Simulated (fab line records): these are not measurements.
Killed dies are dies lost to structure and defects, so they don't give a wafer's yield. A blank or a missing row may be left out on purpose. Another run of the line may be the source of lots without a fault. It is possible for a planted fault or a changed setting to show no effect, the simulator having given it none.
Problem report, 8D (eight disciplines) form, completed by code -- flow berkeley cmos170 -- the parts of the form that need people (team, actions taken, sign-off) are left out

== 1. WHAT WENT WRONG ==
Wafers without a fault read 0.994 a.u., standard deviation 0.019; oes product au at UCB170_GATE_ETCH_14 reads a mean of 1.176 a.u. on 6 wafers belonging to 2 lots. Measured from the usual mean, that is +9.6 standard deviations.
The step: etches BARC in N2/H2.
Earliest sighting: wafer L315.1 on rie diel-01 at day 10 14:21. Wafers with a number at this step in the record: 42, from 14 lots. By rule, "out" or "out of limits" means more than 4 standard deviations away from the usual mean. The rest of the wafers with a number are treated as sound.

== 2. WHAT IT IS AND WHAT IT IS NOT ==
question,is,is not
which readings at this step,oes product au,"h2 flow sccm, rf fwd power W, throttle valve pct"
which lots,"L314, L315","L300, L301, L303, L304, L305, L307, L308, L311, L313, L316, L317, L319"
which wafers of those lots,all that have a number,-
read on which tools,rie diel-01,"rie diel-02, rie diel-03"
when,from day 10 14:21,"up to then (27 sound wafers); but 9 sound wafers of L316, L317, L319 came after"

== 3. THE SUSPECTS, EACH WITH WHAT RULES IT OUT ==
Counting: a tool at a process step up to the reading stays a suspect if it ran every lot that is out and no sound lot after the first of them.
- rie diel-01 at UCB170_GATE_ETCH_14 (etches BARC in N2/H2): kept. Every lot that is out went through it, starting with L315 (day 10 14:21), and after that it ran no sound lot; the last sound lot it ran before then is L308 (day 9 23:16). Out on those wafers are its own readings of oes product au.
The count leaves rie diel-01 at UCB170_GATE_ETCH_14.

== 4. THE CAUSE (what the simulator had put in) ==
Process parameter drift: rie diel-01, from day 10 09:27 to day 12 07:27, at UCB170_GATE_ETCH_14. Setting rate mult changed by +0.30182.
Counting left only this tool.

== 5. THE CHAIN OF EFFECTS, in route order ==
Each row: a reading whose mean over the struck wafers that have a number lies more than 3 standard deviations from the usual. Readings are gone through only where the record gives a usual standard deviation; hours: the median, over the lots, of the time from a lot's start at the first step in this table giving one to that lot's start at this step; sigmas: the change measured in usual standard deviations.
hours,step,reading,usual,on struck wafers,change,sigmas
0,UCB170_GATE_ETCH_14,oes product au,0.994 a.u.,1.176,+0.182,+9.6
Process steps it contains:
- UCB170_GATE_ETCH_14: etches BARC in N2/H2.
Later steps that measure or inspect, where all struck wafers having a row at the step show a number for every such reading and not one has moved that far: UCB170_PSD_OVL_MEAS_07.

== 6. WHAT WOULD HAVE CAUGHT IT SOONER ==
5 hours passed between the start of the fault at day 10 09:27 and the first reading out of limits in this record, taken at day 10 14:21.
